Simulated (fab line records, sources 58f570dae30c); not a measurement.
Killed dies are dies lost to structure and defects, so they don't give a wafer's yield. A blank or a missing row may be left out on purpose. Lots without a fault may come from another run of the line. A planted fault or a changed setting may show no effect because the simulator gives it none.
fab line records | flow berkeley_cmos170
record lots=14 wafers=42 last_day=11
route steps=331 shown NSD@190
lots that met no fault: from a run of the same line without faults
start_h: hours from the record's first day to the start of the lot's first wafer shown | wait_h: hours since the lot's step before | " the same as in the row above | L1.1+2: a row that stands for several wafers | - no value, or no start given | * or withheld: withheld | < > ~ a bound
route shown NAME@n: a module of which the file shows steps, and the number in the route of the first | usual: mean/standard deviation of fault-free wafers | same: alike in all rows | chamber/n: place in a boat | sites: the reading at each site | _std_site: their standard deviation | _edge_site: outer sites' mean less inner sites' | radius_mm: how far each site lies from the wafer's centre | mask NAME#n: copy n | behind: the tool/chamber that last shaped the wafer | hold: why the lot was held/for how many hours/how that ended | device: the transistor (n, p or np) that didn't switch | end of line: the same wafers' tests at the end of the route | a step without rows: its recipe alone | killed: dies lost to structure and defects at the first sort, not the wafer's yield | map: a wafer's dies, x killed, . not, _ none there
set.NAME: the setting as run; set.NAME@STEP: as run at that earlier step | model.NAME: the simulator's own value behind a step, which no gauge read
steps of the route over a sample of lots; a table a step, a row a wafer
services: from which hour (start_h, from the record's first day; less than 0 if before it) a tool's chamber was out of use, for how many hours, and why
## steps
# step UCB170_NSD_EXPOSE_03
# recipe mask_id=NSELECT_MOD na=0.5 sigma_outer=0.6 source_shape=conventional target_cd_nm=1200 dose_mj=30
# usual exposure_dose_mJ_cm2=29.997/0.03 focus_offset_nm=0.0/0.55
# columns lot.wafer tool chamber start_h wait_h mask exposure_dose_mJ_cm2 focus_offset_nm
L797.1 krf_scanner-01 0 143.05 - NSELECT_MOD#0 30.053 0.1
L797.2 " 0 " " NSELECT_MOD#0 30.079 0.5
L797.4 " 0 " " NSELECT_MOD#0 29.964 0.4
L798.2 krf_scanner-01 0 143.33 0.1 NSELECT_MOD#0 29.978 0.1
L798.4 " 0 " " NSELECT_MOD#0 29.981 0.3
L798.5 " 0 " " NSELECT_MOD#0 29.973 0.4
L800.4 krf_scanner-01 0 143.52 0.1 NSELECT_MOD#0 29.984 -0.7
L800.5 " 0 " " NSELECT_MOD#0 29.970 -0.3
L800.6 " 0 " " NSELECT_MOD#0 30.041 0.0
L799.1 krf_scanner-01 0 143.76 0.1 NSELECT_MOD#0 30.039 0.2
L799.3 " 0 " " NSELECT_MOD#0 29.985 -0.8
L799.6 " 0 " " NSELECT_MOD#0 30.001 0.8
L801.1 krf_scanner-01 0 154.70 0.5 NSELECT_MOD#0 30.031 -0.1
L801.3 " 0 " " NSELECT_MOD#0 29.973 -0.1
L801.5 " 0 " " NSELECT_MOD#0 30.006 -0.1
L811.1 krf_scanner-02 0 195.65 0.2 NSELECT_MOD#0 36.890 0.2
L811.3 " 0 " " NSELECT_MOD#0 36.905 0.7
L811.6 " 0 " " NSELECT_MOD#0 36.825 0.0
L808.1 krf_scanner-01 0 196.00 0.4 NSELECT_MOD#0 30.006 0.0
L808.2 " 0 " " NSELECT_MOD#0 30.002 0.2
L808.3 " 0 " " NSELECT_MOD#0 29.970 -0.4
L810.1 krf_scanner-02 0 196.28 0.4 NSELECT_MOD#0 35.547 -0.8
L810.5 " 0 " " NSELECT_MOD#0 35.502 -1.3
L810.6 " 0 " " NSELECT_MOD#0 35.533 -1.0
L812.1 krf_scanner-01 0 205.05 0.2 NSELECT_MOD#0 29.975 -0.4
L812.5 " 0 " " NSELECT_MOD#0 29.972 -0.4
L812.6 " 0 " " NSELECT_MOD#0 29.979 -0.2
L813.2 krf_scanner-01 0 222.41 0.1 NSELECT_MOD#0 29.993 0.5
L813.4 " 0 " " NSELECT_MOD#0 30.027 0.0
L813.5 " 0 " " NSELECT_MOD#0 30.004 -0.2
L816.1 krf_scanner-01 0 231.43 0.5 NSELECT_MOD#0 30.009 -0.7
L816.2 " 0 " " NSELECT_MOD#0 30.056 0.3
L816.4 " 0 " " NSELECT_MOD#0 30.053 0.6
L817.2 krf_scanner-01 0 231.57 0.5 NSELECT_MOD#0 29.963 -1.0
L817.4 " 0 " " NSELECT_MOD#0 29.956 0.8
L817.5 " 0 " " NSELECT_MOD#0 29.953 -1.2
L814.3 krf_scanner-01 0 232.22 0.2 NSELECT_MOD#0 29.962 0.7
L814.4 " 0 " " NSELECT_MOD#0 30.001 -0.1
L814.5 " 0 " " NSELECT_MOD#0 29.978 -0.8
L815.1 krf_scanner-01 0 234.23 0.1 NSELECT_MOD#0 30.006 0.3
L815.5 " 0 " " NSELECT_MOD#0 29.996 0.8
L815.6 " 0 " " NSELECT_MOD#0 30.045 -0.3
# step UCB170_NSD_CD_MEAS_06
# recipe target_cd_nm=1200
# usual cd_nm=1200.1/1.5
# columns lot.wafer tool chamber start_h wait_h cd_nm
L797.1 cd_sem-02 - 144.49 - 1198.9
L797.2 " - " " 1200.6
L797.4 " - " " 1199.3
L798.2 cd_sem-02 - 144.66 - 1202.0
L798.4 " - " " 1200.8
L798.5 " - " " 1200.1
L800.4 cd_sem-01 - 144.82 - 1200.1
L800.5 " - " " 1201.2
L800.6 " - " " 1200.3
L799.1 cd_sem-02 - 144.91 - 1201.8
L799.3 " - " " 1200.5
L799.6 " - " " 1201.1
L801.1 cd_sem-02 - 155.16 - 1198.0
L801.3 " - " " 1197.5
L801.5 " - " " 1198.8
L811.1 cd_sem-02 - 196.25 - 1236.8
L811.3 " - " " 1237.2
L811.6 " - " " 1237.5
L808.1 cd_sem-02 - 196.70 - 1199.4
L808.2 " - " " 1199.5
L808.3 " - " " 1199.2
L810.1 cd_sem-02 - 196.97 - 1230.8
L810.5 " - " " 1230.4
L810.6 " - " " 1231.4
L812.1 cd_sem-02 - 206.02 - 1196.8
L812.5 " - " " 1196.9
L812.6 " - " " 1197.6
L813.2 cd_sem-01 - 223.23 - 1199.7
L813.4 " - " " 1199.7
L813.5 " - " " 1199.6
L816.1 cd_sem-01 - 232.69 - 1200.8
L816.2 " - " " 1202.0
L816.4 " - " " 1200.8
L817.2 cd_sem-02 - 232.80 - 1199.9
L817.4 " - " " 1201.0
L817.5 " - " " 1201.2
L814.3 cd_sem-01 - 233.54 - 1203.1
L814.4 " - " " 1203.1
L814.5 " - " " 1202.8
L815.1 cd_sem-01 - 235.05 - 1199.3
L815.5 " - " " 1199.4
L815.6 " - " " 1199.1
## services
# columns tool chamber start_h hours kind
krf_scanner-02 - 157.49 1.1 repair
krf_scanner-02 - 185.62 1.0 pm
krf_scanner-01 - 191.66 0.8 repair
krf_scanner-01 - 197.13 0.1 repair
krf_scanner-01 - 197.41 1.3 pm
krf_scanner-02 - 201.39 0.8 pm
krf_scanner-02 - 202.37 3.6 pm
krf_scanner-02 - 216.66 4.4 pm
## key
first_sign step=UCB170_NSD_EXPOSE_03 reading=exposure_dose_mJ_cm2 direction=up sigmas=99+ usual=29.997 struck=36.200
effect step=UCB170_NSD_CD_MEAS_06 reading=cd_nm direction=up sigmas=23 usual=1200.1 struck=1234.0 through=control_loop
met_at UCB170_NSD_EXPOSE_03
struck_lots L810,L811
tester_left_out L810,L811
loop_trim step=UCB170_NSD_EXPOSE_03 setting=dose lots=L810
fault kind=process_parameter_drift tool=krf_scanner-02 chamber=- onset_h=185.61 steps=UCB170_NSD_EXPOSE_03 channel=dose_mj offset=6.8804 shape=step acts_in=these_recipes_only stated=30
# tester_left_out: of these lots the tester's yield and bins aren't shown, on N5 and GAA mostly nor the transistor test; their killed dies are dies lost to structure and defects alone, not to doping, threshold or leakage, so they don't give the yield
# loop_trim: a control loop set the setting to another value than it would have without faults
